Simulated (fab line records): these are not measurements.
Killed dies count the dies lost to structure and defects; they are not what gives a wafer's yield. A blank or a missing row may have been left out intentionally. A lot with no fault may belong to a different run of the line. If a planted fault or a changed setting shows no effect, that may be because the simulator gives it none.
Commonality check across tools + flow rit_cmos + 13 lots and 39 wafers in the sample

== WHY THIS WAS OPENED ==
RIT_ACTIVE_THK_MEAS_02, reading ACTIVE_OXIDE_THK: flagged on 1 of 13 lots. Fault-free wafers read 46.8 nm, with a standard deviation of 1.1.
Rule: flag the lot when none of its wafers has a number, or when each of its wafers that has one lies beyond 4 standard deviations from that mean. All remaining lots are regarded as sound.

| lot  | measured    | on            | ACTIVE_OXIDE_THK (nm), wafer by wafer | flag    |
|------|-------------|---------------|---------------------------------------|---------|
| L678 | day 1 12:31 | film_metro-03 | 45.2 44.2 44.3                        |         |
| L680 | day 1 23:15 | film_metro-04 | 45.2 46.7 46.0                        |         |
| L681 | day 2 03:07 | film_metro-02 | 48.1 47.8 48.3                        |         |
| L682 | day 2 08:03 | film_metro-03 | 48.1 47.3 47.8                        |         |
| L687 | day 3 09:36 | film_metro-04 | 52.5 51.6 52.5                        | FLAGGED |
| L692 | day 4 10:04 | film_metro-02 | 45.9 46.3 46.4                        |         |
| L693 | day 4 15:03 | film_metro-04 | 46.6 47.8 47.5                        |         |
| L694 | day 4 20:04 | film_metro-04 | 47.4 47.6 47.6                        |         |
| L696 | day 5 06:04 | film_metro-03 | 48.1 47.8 48.2                        |         |
| L698 | day 5 16:03 | film_metro-04 | 47.9 48.6 48.0                        |         |
| L699 | day 5 21:04 | film_metro-04 | 48.3 46.4 47.9                        |         |
| L700 | day 6 02:03 | film_metro-04 | 46.9 47.9 47.4                        |         |
| L701 | day 6 07:04 | film_metro-02 | 46.8 46.0 47.0                        |         |
On average the flagged lots' numbers are 52.2 nm, which is +5.4 nm against the usual, or +5 standard deviations.

== WHICH TOOL RAN EACH LOT ==
The record holds 1 process step before the reading, out of a route of 202 steps. In each cell: the tool, then ch and the chambers that the sampled wafers went through, then the start.
| lot  | flag    | RIT_ACTIVE_OXIDATION_01      |
|------|---------|------------------------------|
| L678 |         | furnace-02 ch 0, day 1 10:35 |
| L680 |         | furnace-04 ch 0, day 1 21:19 |
| L681 |         | furnace-04 ch 0, day 2 01:11 |
| L682 |         | furnace-03 ch 0, day 2 06:07 |
| L687 | FLAGGED | furnace-04 ch 0, day 3 07:40 |
| L692 |         | furnace-03 ch 0, day 4 08:07 |
| L693 |         | furnace-03 ch 0, day 4 13:07 |
| L694 |         | furnace-03 ch 0, day 4 18:07 |
| L696 |         | furnace-02 ch 0, day 5 04:07 |
| L698 |         | furnace-03 ch 0, day 5 14:07 |
| L699 |         | furnace-03 ch 0, day 5 19:07 |
| L700 |         | furnace-02 ch 0, day 6 00:07 |
| L701 |         | furnace-02 ch 0, day 6 05:07 |
What the steps here do:
- RIT_ACTIVE_OXIDATION_01: target thk 46.8 nm, ox time 3360 s.
- RIT_ACTIVE_THK_MEAS_02

== FLAGGED AGAINST TOTAL, ONE TOOL AT A TIME (gauges that did the reading follow at the end) ==
| step                    | tool          | lots run | flagged | share of the flagged lots | sound lots run after its first flagged lot |
|-------------------------|---------------|----------|---------|---------------------------|--------------------------------------------|
| RIT_ACTIVE_OXIDATION_01 | furnace-02    | 4        | 0       | none                      | -                                          |
| RIT_ACTIVE_OXIDATION_01 | furnace-03    | 6        | 0       | none                      | -                                          |
| RIT_ACTIVE_OXIDATION_01 | furnace-04    | 3        | 1       | all                       | 0                                          |
| RIT_ACTIVE_THK_MEAS_02  | film_metro-02 | 3        | 0       | none                      | -                                          |
| RIT_ACTIVE_THK_MEAS_02  | film_metro-03 | 3        | 0       | none                      | -                                          |
| RIT_ACTIVE_THK_MEAS_02  | film_metro-04 | 7        | 1       | all                       | 5 (L693,L694,L698,L699,L700)               |

== WHAT IS ALLOWED BY THE TABLE ==
2 rows of the table ran every flagged lot: furnace-04 at RIT_ACTIVE_OXIDATION_01, film_metro-04 at RIT_ACTIVE_THK_MEAS_02.
- furnace-04 at RIT_ACTIVE_OXIDATION_01: 1 of its 3 lots flagged. It ran its last sound lot, L681, at day 2 01:11 and its first flagged lot, L687, at day 3 07:40: a fault with its onset between the two fits.
- film_metro-04 at RIT_ACTIVE_THK_MEAS_02: 1 of its 7 lots flagged. Lots that were sound ran on it after the first flagged one (L693, L694, L698, L699, L700); a persistent fault on the entire tool would not allow that.
One tool is left: furnace-04 at RIT_ACTIVE_OXIDATION_01.

== WHAT HAD BEEN PUT IN BY THE SIMULATOR ==
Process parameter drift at RIT_ACTIVE_OXIDATION_01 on furnace-04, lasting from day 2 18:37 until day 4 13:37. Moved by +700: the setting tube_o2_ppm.
Shown lots that were struck: L687. The rule above found the same.
